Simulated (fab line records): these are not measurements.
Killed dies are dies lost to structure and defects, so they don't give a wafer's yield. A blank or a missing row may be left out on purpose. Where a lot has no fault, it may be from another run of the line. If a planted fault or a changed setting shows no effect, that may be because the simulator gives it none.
Lot-split experiment	flow berkeley cmos170	5 lots, 23 wafers read, on a route of 331 steps

## SPLIT DETAILS
At UCB170_CONTACT_COAT_04 (resist thk 900 nm), the setting spin rpm was moved away from the recipe's 1500 rpm on 10 of the 23 wafers read, by -7.5% to +6.5%. The other wafers ran this setting at the recipe's value.

The reading is taken at the split's own step.

## THE READING
KrF_of_CONTACT_COAT_04.thk nm (the simulator's own value, which no gauge read), in nm, at UCB170_CONTACT_COAT_04 (resist thk 900 nm). No usual value for it is given in the file. Average 899.5 nm, standard deviation 2.2 nm, over the 13 wafers here run with the recipe.

wafer	tool, chamber at the split	spin rpm as run, rpm	against the recipe	KrF_of_CONTACT_COAT_04.thk nm, nm	against lot-mates on the recipe
L074.1	litho track-01, 0	1500	recipe	898.5	-
L074.2	litho track-01, 0	1436	-4.3%	917.1	+18.2
L074.3	litho track-01, 0	1500	recipe	899	-
L074.4	litho track-01, 0	1500	recipe	899.1	-
L074.6	litho track-01, 0	1436	-4.3%	917.7	+18.8
L075.1	litho track-03, 0	1388	-7.5%	930.6	+32.6
L075.3	litho track-03, 0	1388	-7.5%	931.9	+33.9
L075.4	litho track-03, 0	1500	recipe	897.3	-
L075.5	litho track-03, 0	1500	recipe	898.7	-
L075.6	litho track-03, 0	1388	-7.5%	935.2	+37.2
L077.1	litho track-03, 0	1500	recipe	895.9	-
L077.2	litho track-03, 0	1420	-5.3%	922.7	+27.0
L077.3	litho track-03, 0	1500	recipe	895.6	-
L077.4	litho track-03, 0	1420	-5.3%	920.7	+25.0
L077.6	litho track-03, 0	1420	-5.3%	921.1	+25.4
L079.2	litho track-02, 0	1500	recipe	902.1	-
L079.3	litho track-02, 0	1500	recipe	902.5	-
L079.4	litho track-02, 0	1597	+6.5%	870.5	-31.4
L079.5	litho track-02, 0	1597	+6.5%	875.9	-26.0
L079.6	litho track-02, 0	1500	recipe	901	-
L081.3	litho track-02, 0	1500	recipe	900.7	-
L081.4	litho track-02, 0	1500	recipe	902.1	-
L081.6	litho track-02, 0	1500	recipe	901.1	-

FIT RESULTS
A straight line over all 23 wafers: KrF_of_CONTACT_COAT_04.thk nm changes by -4.24 nm for each +1% of spin rpm; r = -0.99; the points scatter about the line by 2.2 nm.
The same after taking each lot's own level away (the mean of its wafers on the recipe; 23 wafers): -4.58 nm for each +1%; r = -1.00; scatter 1.4 nm.
On that fit, the largest move of spin rpm shifts the reading by 34 nm.
The lots' own levels span 895.75 to 901.87 nm, that is 2.8 times the standard deviation above.
The two slopes agree, so the slope changes little with the lot-to-lot level.
Check: for one of the wafers moved furthest among these (-7.5%), held out of the fit, the line's prediction against its lot-mates is +34.8 nm. Against them it came out at +32.6 nm.

## FURTHER SPLITS ON THESE WAFERS
These wafers also went through other splits before the reading. Each is held against what the fit with the lots' levels taken away leaves over:
other split on the same wafers	wafers away from the commonest value	r with KrF_of_CONTACT_COAT_04.thk nm (lot level and that fit taken away)
UCB170_PLDD_COAT_01 resist thk nm	7	-0.24
UCB170_SPACER_CVD_00 time s	8	-0.11
UCB170_NSD_IMPLANT_08 energy kev	9	+0.12
UCB170_BACKSIDE_COAT_01 spin rpm	11	+0.23
UCB170_SILICIDE_SPUTTER_01 power w	4	+0.23

## THE WHOLE CHAIN: every reading that the file lists as answering this split, in the file's order
step	what it does	reading	change (the file's fit)	r (the file's)
UCB170_CONTACT_COAT_04	resist thk 900 nm	KrF_of_CONTACT_COAT_04.thk nm (the simulator's own value, which no gauge read)	-4.57 nm for each +1% of the setting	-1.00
UCB170_CONTACT_STRIP_06	strips in O2	strip time to endpoint s	withheld for each +1% of the setting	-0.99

## FILE'S OWN FIT
KrF_of_CONTACT_COAT_04.thk nm changes by -4.57 nm for each +1% of spin rpm, r = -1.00.
